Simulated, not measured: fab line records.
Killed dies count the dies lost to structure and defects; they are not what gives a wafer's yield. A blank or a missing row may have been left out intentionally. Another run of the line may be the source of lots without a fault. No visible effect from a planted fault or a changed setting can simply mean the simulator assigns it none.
Which tool is to blame? + flow berkeleyCmos170 + 14 lots, 42 wafers sampled, at 5 steps of a route of 331

== WHAT THE GAUGES SHOWED, per wafer ==
UCB170_CONTACT_OVL_MEAS_16. Usual: for CONTACT_OVL the level is 1 nm and the standard deviation is 4.8.
| lot  | measured     | on         | CONTACT_OVL (nm) | flag |
|------|--------------|------------|------------------|------|
| L807 | day 6 22:25  | overlay-02 | 1 3 3            |      |
| L809 | day 7 22:32  | overlay-01 | 8 10 3           |      |
| L810 | day 7 22:52  | overlay-01 | -2 -1 5          |      |
| L811 | day 8 13:20  | overlay-01 | -9 -3 -5         |      |
| L816 | day 8 16:55  | overlay-01 | 2 2 -5           |      |
| L815 | day 8 17:18  | overlay-02 | 4 7 -1           |      |
| L817 | day 9 00:58  | overlay-02 | -4 -8 -6         |      |
| L818 | day 10 01:08 | overlay-02 | -2 -3 -2         |      |
| L819 | day 10 06:20 | overlay-02 | 8 7 -2           |      |
| L822 | day 10 07:20 | overlay-02 | -7 -8 -6         |      |
| L821 | day 10 18:29 | overlay-01 | -6 5 -1          |      |
| L825 | day 11 00:45 | overlay-02 | -1 0 2           |      |
| L826 | day 11 06:54 | overlay-02 | 4 1 8            |      |
| L829 | day 12 01:17 | overlay-02 | -2 -2 2          |      |

UCB170_M1_OVL_MEAS_10. Usual: for M1_OVL the level is -1 nm and the standard deviation is 5.
| lot  | measured     | on         | M1_OVL (nm) | flag |
|------|--------------|------------|-------------|------|
| L807 | day 7 00:14  | overlay-02 | -9 -13 -13  |      |
| L809 | day 8 01:11  | overlay-02 | -2 -5 -9    |      |
| L810 | day 8 03:57  | overlay-01 | 6 -6 6      |      |
| L811 | day 8 15:55  | overlay-01 | -2 -4 -3    |      |
| L816 | day 8 19:03  | overlay-02 | 0 -4 0      |      |
| L815 | day 8 19:14  | overlay-02 | -9 -6 -3    |      |
| L817 | day 9 05:01  | overlay-01 | -7 -6 -2    |      |
| L818 | day 10 05:20 | overlay-02 | -3 2 -2     |      |
| L819 | day 10 11:02 | overlay-02 | 6 11 9      |      |
| L822 | day 10 11:07 | overlay-01 | -6 -2 -10   |      |
| L821 | day 10 20:46 | overlay-02 | 0 3 4       |      |
| L825 | day 11 03:02 | overlay-01 | -6 -5 1     |      |
| L826 | day 11 09:18 | overlay-01 | -2 2 0      |      |
| L829 | day 12 03:23 | overlay-01 | -4 -2 5     |      |

UCB170_V1_THK_MEAS_01. Usual: for V1_TEOS_THK the level is 1995 nm and the standard deviation is 25.
| lot  | measured     | on           | V1_TEOS_THK (nm) | flag |
|------|--------------|--------------|------------------|------|
| L807 | day 7 03:11  | filmMetro-03 | 1968 1950 2023   |      |
| L809 | day 8 04:12  | filmMetro-04 | 1951 1991 1986   |      |
| L810 | day 8 10:07  | filmMetro-01 | 1980 1986 2006   |      |
| L811 | day 8 18:20  | filmMetro-04 | 1978 2026 1977   |      |
| L816 | day 9 01:32  | filmMetro-01 | 1996 2013 2055   |      |
| L815 | day 9 01:33  | filmMetro-03 | 1957 2014 1969   |      |
| L817 | day 9 11:22  | filmMetro-01 | 1978 2002 2011   |      |
| L818 | day 10 08:09 | filmMetro-01 | 1956 1982 2009   |      |
| L819 | day 10 14:19 | filmMetro-04 | 2008 1992 2039   |      |
| L822 | day 10 14:19 | filmMetro-03 | 1978 2007 2020   |      |
| L821 | day 11 02:08 | filmMetro-01 | 1953 1977 1974   |      |
| L825 | day 11 05:57 | filmMetro-01 | 2205 2221 2259   | OFF  |
| L826 | day 11 13:12 | filmMetro-04 | 2200 2240 2253   | OFF  |
| L829 | day 12 06:56 | filmMetro-01 | 1993 2016 1996   |      |

== TOOL THAT RAN EACH LOT (tool first, then ch and the chambers of the sampled wafers, then the start) ==
| lot  | UCB170_CONTACT_RTA_08           | UCB170_V1_CVD_00                |
|------|---------------------------------|---------------------------------|
| L807 | rtpAnneal-02 ch 0, day 6 21:07  | pecvd-01 ch 0,1,2, day 7 03:01  |
| L809 | rtpAnneal-02 ch 0, day 7 21:22  | pecvd-04 ch 0,1, day 8 04:02    |
| L810 | rtpAnneal-02 ch 0, day 7 21:25  | pecvd-04 ch 0,1,2, day 8 09:57  |
| L811 | rtpAnneal-02 ch 0, day 8 11:32  | pecvd-02 ch 0,1,2, day 8 18:13  |
| L816 | rtpAnneal-01 ch 0, day 8 15:47  | pecvd-04 ch 0,1, day 9 01:23    |
| L815 | rtpAnneal-02 ch 0, day 8 16:14  | pecvd-01 ch 0,2, day 9 01:23    |
| L817 | rtpAnneal-01 ch 0, day 8 23:49  | pecvd-04 ch 0,1,2, day 9 11:13  |
| L818 | rtpAnneal-01 ch 0, day 10 00:07 | pecvd-04 ch 0,1, day 10 08:00   |
| L819 | rtpAnneal-01 ch 0, day 10 05:13 | pecvd-01 ch 0,1, day 10 14:09   |
| L822 | rtpAnneal-02 ch 0, day 10 05:28 | pecvd-04 ch 0,1, day 10 14:09   |
| L821 | rtpAnneal-01 ch 0, day 10 17:20 | pecvd-02 ch 1,2, day 11 01:59   |
| L825 | rtpAnneal-01 ch 0, day 10 23:44 | pecvd-01 ch 0,1, day 11 05:47   |
| L826 | rtpAnneal-01 ch 0, day 11 05:08 | pecvd-01 ch 0,2, day 11 13:02   |
| L829 | rtpAnneal-02 ch 0, day 11 23:28 | pecvd-04 ch 0,1,2, day 12 06:46 |
- UCB170_CONTACT_RTA_08: time 10 s.
- UCB170_V1_CVD_00: deposits SiO2 from TEOS/O2, target thk 2000 nm, time 250 s.

== AS READ BY THE TOOLS THEMSELVES (means over the sampled wafers that have a number; for cases with no such wafer, the mark the record gives instead) ==
UCB170_CONTACT_RTA_08. Usual: lampPowerPct 25.2 %, standard deviation 2.5; wafer_temp_C_max 903.3, standard deviation 0.77.
| lot  | tool         | lampPowerPct (%) | wafer_temp_C_max | flag |
|------|--------------|------------------|------------------|------|
| L807 | rtpAnneal-02 | 22.6             | 903.9            |      |
| L809 | rtpAnneal-02 | 22.6             | 903.8            |      |
| L810 | rtpAnneal-02 | 22.6             | 903.4            |      |
| L811 | rtpAnneal-02 | 22.6             | 903.7            |      |
| L816 | rtpAnneal-01 | 27.7             | 903.4            |      |
| L815 | rtpAnneal-02 | 22.6             | 903.3            |      |
| L817 | rtpAnneal-01 | 27.7             | 902.4            |      |
| L818 | rtpAnneal-01 | 27.7             | 901.8            |      |
| L819 | rtpAnneal-01 | 27.7             | 902.4            |      |
| L822 | rtpAnneal-02 | 22.6             | 903.4            |      |
| L821 | rtpAnneal-01 | 27.7             | 903.0            |      |
| L825 | rtpAnneal-01 | 27.7             | 903.2            |      |
| L826 | rtpAnneal-01 | 27.7             | 903.3            |      |
| L829 | rtpAnneal-02 | 22.6             | 903.4            |      |

UCB170_V1_CVD_00. Usual: heaterPowerW 256 W, standard deviation 61; pressureMtorr 9001 mTorr, standard deviation 17; rfFwdPowerW 548.2 W, standard deviation 1.7.
| lot  | tool     | heaterPowerW (W) | pressureMtorr (mTorr) | rfFwdPowerW (W) | flag |
|------|----------|------------------|-----------------------|-----------------|------|
| L807 | pecvd-01 | 299              | 9016                  | 549.4           |      |
| L809 | pecvd-04 | 193              | 8994                  | 550.2           |      |
| L810 | pecvd-04 | 216              | 9021                  | 547.8           |      |
| L811 | pecvd-02 | 277              | 9003                  | 549.4           |      |
| L816 | pecvd-04 | 248              | 8984                  | 547.9           |      |
| L815 | pecvd-01 | 261              | 8978                  | 547.9           |      |
| L817 | pecvd-04 | 251              | 8991                  | 547.8           |      |
| L818 | pecvd-04 | 226              | 9005                  | 547.8           |      |
| L819 | pecvd-01 | 273              | 9026                  | 549.1           |      |
| L822 | pecvd-04 | 180              | 9004                  | 547.9           |      |
| L821 | pecvd-02 | 262              | 8990                  | 548.3           |      |
| L825 | pecvd-01 | 212              | 9013                  | 767.6           | OFF  |
| L826 | pecvd-01 | 170              | 9006                  | 770.3           | OFF  |
| L829 | pecvd-04 | 211              | 9004                  | 548.9           |      |

== THE ANSWER, worked out from the rows above alone ==
Rule: a lot counts as off when the mean over its wafers that have a number is more than 3 standard deviations away from the usual mean. Also off: a lot with no number at a reading for which 4 or more lots have one. The other lots that the step has rows for count as sound. First the gauges in route order, then the tools' own readings, where a lot's mean is used as printed above. At the first step where some lot is off, the reading lying furthest off is the one used; lots without a number count as furthest.
Off: at UCB170_V1_THK_MEAS_01 (V1_TEOS_THK), L825, L826.
A tool fits if, at a process step before that reading, it ran every lot that is off, and no sound lot after the first of them. Not tried: the gauges at UCB170_V1_THK_MEAS_01; whatever is off there is also off at UCB170_V1_CVD_00, on other tools, and gauge error can't account for it. 2 tools fit, rtpAnneal-01 at UCB170_CONTACT_RTA_08 and pecvd-01 at UCB170_V1_CVD_00, so this cannot tell which one it is.

== WHAT WAS PUT IN BY THE SIMULATOR ==
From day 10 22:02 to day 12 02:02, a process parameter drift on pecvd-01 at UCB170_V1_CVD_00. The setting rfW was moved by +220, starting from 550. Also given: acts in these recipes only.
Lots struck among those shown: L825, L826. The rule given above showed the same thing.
